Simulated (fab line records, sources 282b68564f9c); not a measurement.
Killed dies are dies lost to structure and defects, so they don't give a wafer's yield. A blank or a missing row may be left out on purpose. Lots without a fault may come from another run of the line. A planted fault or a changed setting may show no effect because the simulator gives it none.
fab line records | flow rit_cmos
record lots=13 wafers=39 last_day=7
route steps=202 shown PSD@147 M1@202
lots that met no fault: from a run of the same line without faults
start_h: hours from the record's first day to the start of the lot's first wafer shown | wait_h: hours since the lot's step before | " the same as in the row above | L1.1+2: a row that stands for several wafers | - no value, or no start given | * or withheld: withheld | < > ~ a bound
route shown NAME@n: a module of which the file shows steps, and the number in the route of the first | usual: mean/standard deviation of fault-free wafers | same: alike in all rows | chamber/n: place in a boat | sites: the reading at each site | _std_site: their standard deviation | _edge_site: outer sites' mean less inner sites' | radius_mm: how far each site lies from the wafer's centre | mask NAME#n: copy n | behind: the tool/chamber that last shaped the wafer | hold: why the lot was held/for how many hours/how that ended | device: the transistor (n, p or np) that didn't switch | end of line: the same wafers' tests at the end of the route | a step without rows: its recipe alone | killed: dies lost to structure and defects at the first sort, not the wafer's yield | map: a wafer's dies, x killed, . not, _ none there
set.NAME: the setting as run; set.NAME@STEP: as run at that earlier step | model.NAME: the simulator's own value behind a step, which no gauge read
steps of the route over a sample of lots; a table a step, a row a wafer
## steps
# step RIT_PSD_DEVELOP_05
# recipe resist=NOVOLAK develop_time_s=50 dev_temp_c=23
# columns lot.wafer tool chamber start_h wait_h
L200.1+4+5 litho_track-04 0 49 -
L201.1+2+5 litho_track-04 0 57 -
L202.3+4+6 litho_track-02 0 60 -
L203.1+3+4 litho_track-02 0 63 -
L204.2+5+6 litho_track-01 0 69 -
L207.2+3+6 litho_track-02 0 90 -
L208.2+3+6 litho_track-04 0 93 -
L211.2+3+4 litho_track-01 0 106 -
L212.2+4+5 litho_track-01 0 109 -
L215.2+3+5 litho_track-02 0 124 -
L216.2+3+6 litho_track-02 0 127 -
L221.1+2+5 litho_track-04 0 154 -
L223.2+4+6 litho_track-01 0 163 -
# step RIT_PSD_TW_MEAS_10
# usual PSD_TW=3432/59
# columns lot.wafer tool chamber start_h wait_h hold PSD_TW
L200.1 film_metro-01 - 50.24 0.1 - 3361
L200.4 " - " " - 3372
L200.5 " - " " - 3379
L201.1 film_metro-03 - 58.09 0.1 - 3511
L201.2 " - " " - 3508
L201.5 " - " " - 3494
L202.3 film_metro-01 - 60.86 0.1 - 3365
L202.4 " - " " - 3359
L202.6 " - " " - 3384
L203.1 film_metro-01 - 64.41 0.1 - 3381
L203.3 " - " " - 3375
L203.4 " - " " - 3400
L204.2 film_metro-02 - 69.66 0.1 - 3388
L204.5 " - " " - 3407
L204.6 " - " " - 3412
L207.2 film_metro-02 - 90.83 0.1 - 3446
L207.3 " - " " - 3416
L207.6 " - " " - 3421
L208.2 film_metro-01 - 93.73 0.1 - 3403
L208.3 " - " " - 3389
L208.6 " - " " - 3406
L211.2 film_metro-03 - 107.07 0.1 await_dispo/0.2h/release 31
L211.3 " - " " await_dispo/0.2h/release 31
L211.4 " - " " await_dispo/0.2h/release 31
L211.2 film_metro-03 - 107.29 0.2 - 31
L211.3 " - " " - 31
L211.4 " - " " - 31
L212.2 film_metro-01 - 109.99 0.1 await_dispo/0.2h/release 30
L212.4 " - " " await_dispo/0.2h/release 30
L212.5 " - " " await_dispo/0.2h/release 30
L212.2 film_metro-01 - 110.22 0.2 - 30
L212.4 " - " " - 30
L212.5 " - " " - 29
L215.2 film_metro-01 - 124.64 0.1 - 3388
L215.3 " - " " - 3383
L215.5 " - " " - 3386
L216.2 film_metro-01 - 128.15 0.1 - 3395
L216.3 " - " " - 3404
L216.6 " - " " - 3379
L221.1 film_metro-02 - 154.88 0.1 - 3444
L221.2 " - " " - 3466
L221.5 " - " " - 3449
L223.2 film_metro-01 - 163.65 0.1 - 3380
L223.4 " - " " - 3381
L223.6 " - " " - 3364
# step RIT_M1_PROBE_99
# usual defect_limited_yield=97.4/1.1 killed_at_M0_to_M3=0.0/0.14 killed_at_contacts=0.0/0.22 killed_at_front_end=6.9/3 killed_dies=6.9/3 killed_open=3.5/2 killed_short=3.4/2.1 sort_bin_3_pad_short=0.1/0.23 sort_bin_5_function=1.5/0.85 sort_bin_6_memory=1.0/0.59 sort_n_pass=257.1/3 sort_yield_pct=97.4/1.1
# same gross_dies=264 killed_at_M4_up=0 killed_at_back_side=0 killed_at_other=0
# columns lot.wafer tool chamber start_h wait_h defect_limited_yield[%] killed_at_M0_to_M3 killed_at_contacts killed_at_front_end killed_dies killed_open killed_short sort_bin_3_pad_short[%] sort_bin_5_function[%] sort_bin_6_memory[%] sort_n_pass sort_yield_pct[%]
L200.1 prober-01 - 59.19 0.1 97.7 1 0 5 6 5 1 0 1.9 0.4 258.0 97.7
L200.4 prober-01 - 59.34 0.2 97.3 0 0 7 7 1 6 0.8 1.9 0 257.0 97.3
L200.5 prober-01 - 59.39 0.2 96.6 0 0 9 9 6 3 0 3.0 0.4 255.0 96.6
L201.1 prober-02 - 66.48 0.1 94.3 0 1 14 15 10 5 0 3.4 2.3 249.0 94.3
L201.2 prober-02 - 66.53 0.1 96.6 0 0 9 9 7 1 0 1.9 1.5 255.0 96.6
L201.5 prober-02 - 66.68 0.2 96.2 0 0 10 10 4 5 0 2.7 1.1 254.0 96.2
L202.3 prober-01 - 69.73 0.2 96.6 0 0 9 9 4 5 0.4 1.9 1.1 255.0 96.6
L202.4 prober-01 - 69.78 0.2 97.3 0 0 7 7 2 5 0 2.3 0.4 257.0 97.3
L202.6 prober-01 - 69.88 0.2 97.0 0 1 7 8 3 5 0 2.3 0.8 256.0 97.0
L203.1 prober-02 - 73.68 0.1 96.2 0 0 10 10 6 4 0.4 1.9 1.5 254.0 96.2
L203.3 prober-02 - 73.78 0.2 97.3 0 1 6 7 5 2 0 1.1 1.5 257.0 97.3
L203.4 prober-02 - 73.83 0.2 98.5 0 0 4 4 4 0 0 1.5 0 260.0 98.5
L204.2 prober-01 - 78.27 0.1 98.5 0 0 4 4 1 3 0 1.1 0.4 260.0 98.5
L204.5 prober-01 - 78.42 0.2 96.6 0 0 9 9 3 6 0 2.7 0.8 255.0 96.6
L204.6 prober-01 - 78.47 0.2 97.3 0 0 7 7 3 4 0 0.4 2.3 257.0 97.3
L207.2 prober-02 - 99.92 0.1 94.7 0 0 14 14 8 6 1.1 3.0 1.1 250.0 94.7
L207.3 prober-02 - 99.97 0.2 97.0 0 0 8 8 3 5 1.1 0.8 1.1 256.0 97.0
L207.6 prober-02 - 100.12 0.2 96.6 1 0 8 9 0 9 0.4 1.9 1.1 255.0 96.6
L208.2 prober-01 - 101.84 0.1 97.0 0 0 8 8 4 4 0.4 1.1 1.5 256.0 97.0
L208.3 prober-01 - 101.89 0.2 98.5 0 0 4 4 3 1 0 0.8 0.8 260.0 98.5
L208.6 prober-01 - 102.04 0.2 99.2 0 0 2 2 1 1 0 0.4 0.4 262.0 99.2
L215.2 prober-02 - 132.54 0.1 97.3 0 0 7 7 3 4 0 1.9 0.8 257.0 97.3
L215.3 prober-02 - 132.59 0.2 98.9 0 0 3 3 1 2 0 0.4 0.8 261.0 98.9
L215.5 prober-02 - 132.69 0.2 98.5 0 0 4 4 3 1 0 0.8 0.8 260.0 98.5
L216.2 prober-01 - 136.25 0.1 97.0 0 0 8 8 2 6 0.4 1.5 1.1 256.0 97.0
L216.3 prober-01 - 136.30 0.2 98.5 0 0 4 4 3 1 0.4 1.1 0 260.0 98.5
L216.6 prober-01 - 136.45 0.2 96.6 0 0 9 9 3 6 0 2.7 0.8 255.0 96.6
L221.1 prober-02 - 162.84 0.1 97.3 0 0 7 7 3 4 0 1.5 1.1 257.0 97.3
L221.2 prober-02 - 162.89 0.1 97.3 0 0 7 7 5 2 0.4 1.1 1.1 257.0 97.3
L221.5 prober-02 - 163.04 0.2 97.7 0 0 6 6 3 3 0 1.5 0.8 258.0 97.7
L223.2 prober-02 - 171.60 0.1 98.9 0 0 3 3 1 2 0 0.4 0.8 261.0 98.9
L223.4 prober-02 - 171.70 0.2 98.9 0 0 3 3 2 1 0 1.1 0 261.0 98.9
L223.6 prober-02 - 171.80 0.2 98.5 0 0 4 4 3 1 0 0.8 0.8 260.0 98.5
# killed by level:class
L200.1 GATE:geometric_particle:open=3 SPACER:geometric_particle:open=1 SILICIDE:geometric_particle:open=1 M1:geometric_particle:short=1
L200.4 GATE:geometric_particle:short=2 FOX1:geometric_particle:short=1 FOX2:geometric_particle:short=1 GATE:geometric_particle:open=1 REOX:geometric_particle:short=1 SILICIDE:geometric_particle:short=1
L200.5 GATE:geometric_particle:short=3 FOX1:geometric_particle:open=2 FOX2:geometric_particle:open=1 GATE:geometric_particle:open=1 REOX:geometric_particle:open=1 SPACER:geometric_particle:open=1
L201.1 SPACER:geometric_particle:open=3 SILICIDE:geometric_particle:open=3 FOX1:geometric_particle:short=2 FOX1:geometric_particle:open=2 FOX2:geometric_particle:short=1 GATE:geometric_particle:short=1 GATE:geometric_particle:open=1 SILICIDE:geometric_particle:short=1
L201.2 FOX2:geometric_particle:open=2 GATE:geometric_particle:open=2 FOX1:geometric_particle:open=1 FOX2:geometric_particle:short=1 SPACER:geometric_particle:open=1 SILICIDE:geometric_particle:open=1 ACTIVE:coat_microbubble_printed=1
L201.5 GATE:geometric_particle:open=2 SPACER:geometric_particle:short=2 FOX1:geometric_particle:open=1 FOX1:geometric_particle:short=1 FOX2:geometric_particle:open=1 FOX2:geometric_particle:short=1 GATE:geometric_particle:short=1 NWELL:coat_microbubble_printed=1
L202.3 GATE:geometric_particle:open=3 FOX1:geometric_particle:short=2 GATE:geometric_particle:short=1 REOX:geometric_particle:short=1 SPACER:geometric_particle:open=1 SILICIDE:geometric_particle:short=1
L202.4 GATE:geometric_particle:short=2 SPACER:geometric_particle:short=2 FOX1:geometric_particle:short=1 FOX2:geometric_particle:open=1 SPACER:geometric_particle:open=1
L202.6 GATE:geometric_particle:short=2 GATE:geometric_particle:open=2 FOX1:geometric_particle:short=1 FOX2:geometric_particle:short=1 SPACER:geometric_particle:short=1 CONTACT:geometric_particle:open=1
L203.1 GATE:geometric_particle:open=4 REOX:geometric_particle:short=2 FOX1:geometric_particle:open=1 FOX2:geometric_particle:short=1 GATE:geometric_particle:short=1 SPACER:geometric_particle:open=1
L203.3 GATE:geometric_particle:short=2 GATE:geometric_particle:open=2 FOX1:geometric_particle:open=1 REOX:geometric_particle:open=1 CONTACT:geometric_particle:open=1
L203.4 GATE:geometric_particle:open=2 SPACER:geometric_particle:open=1 SILICIDE:geometric_particle:open=1
L204.2 GATE:geometric_particle:short=2 FOX1:geometric_particle:short=1 REOX:geometric_particle:open=1
L204.5 GATE:geometric_particle:short=3 REOX:geometric_particle:short=2 SPACER:geometric_particle:open=2 GATE:geometric_particle:open=1 SPACER:geometric_particle:short=1
L204.6 GATE:geometric_particle:short=2 FOX1:geometric_particle:open=1 FOX2:geometric_particle:short=1 GATE:geometric_particle:open=1 SPACER:geometric_particle:open=1 SPACER:geometric_particle:short=1
L207.2 GATE:geometric_particle:open=4 GATE:geometric_particle:short=3 FOX1:geometric_particle:open=2 SPACER:geometric_particle:open=2 FOX2:geometric_particle:short=1 SPACER:geometric_particle:short=1 SILICIDE:geometric_particle:short=1
L207.3 SPACER:geometric_particle:short=4 GATE:geometric_particle:open=2 GATE:geometric_particle:short=1 SPACER:geometric_particle:open=1
L207.6 GATE:geometric_particle:short=3 FOX1:geometric_particle:short=2 FOX2:geometric_particle:short=2 SPACER:geometric_particle:short=1 M1:geometric_particle:short=1
L208.2 GATE:geometric_particle:open=4 GATE:geometric_particle:short=2 FOX1:geometric_particle:short=1 SILICIDE:geometric_particle:short=1
L208.3 FOX2:geometric_particle:short=1 GATE:geometric_particle:open=1 SPACER:geometric_particle:open=1 SILICIDE:geometric_particle:open=1
L208.6 FOX2:geometric_particle:short=1 GATE:geometric_particle:open=1
L215.2 REOX:geometric_particle:short=3 REOX:geometric_particle:open=2 SPACER:geometric_particle:open=1 SILICIDE:geometric_particle:short=1
L215.3 FOX2:geometric_particle:short=1 GATE:geometric_particle:open=1 REOX:geometric_particle:short=1
L215.5 GATE:geometric_particle:open=3 GATE:geometric_particle:short=1
L216.2 GATE:geometric_particle:short=2 SPACER:geometric_particle:short=2 FOX2:geometric_particle:open=1 REOX:geometric_particle:open=1 REOX:geometric_particle:short=1 SILICIDE:geometric_particle:short=1
L216.3 GATE:geometric_particle:open=2 SPACER:geometric_particle:open=1 SILICIDE:geometric_particle:short=1
L216.6 FOX1:geometric_particle:open=2 GATE:geometric_particle:short=2 REOX:geometric_particle:short=2 FOX2:geometric_particle:short=1 REOX:geometric_particle:open=1 SPACER:geometric_particle:short=1
L221.1 FOX1:geometric_particle:open=3 FOX1:geometric_particle:short=1 GATE:geometric_particle:short=1 REOX:geometric_particle:short=1 SILICIDE:geometric_particle:short=1
L221.2 GATE:geometric_particle:open=2 FOX1:geometric_particle:open=1 REOX:geometric_particle:short=1 REOX:geometric_particle:open=1 SPACER:geometric_particle:open=1 SPACER:geometric_particle:short=1
L221.5 GATE:geometric_particle:open=3 GATE:geometric_particle:short=2 REOX:geometric_particle:short=1
L223.2 FOX1:geometric_particle:short=1 SPACER:geometric_particle:open=1 SILICIDE:geometric_particle:short=1
L223.4 GATE:geometric_particle:open=2 SILICIDE:geometric_particle:short=1
L223.6 GATE:geometric_particle:open=2 FOX2:geometric_particle:open=1 GATE:geometric_particle:short=1
## key
first_sign step=RIT_PSD_TW_MEAS_10 reading=visit direction=added
effect step=RIT_PSD_TW_MEAS_10 reading=PSD_TW direction=down sigmas=57 usual=3432 struck=30
met_at RIT_PSD_DEVELOP_05
struck_lots L211,L212
scrapped_behind RIT_PSD_TW_MEAS_10 L211.2,L211.3,L211.4,L212.2,L212.4,L212.5
onset_between 69 106
fault kind=process_parameter_drift tool=litho_track-01 chamber=- onset_h=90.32 steps=RIT_PSD_DEVELOP_05 channel=develop_time_s offset=* shape=step end_h=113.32 acts_in=* stated=*
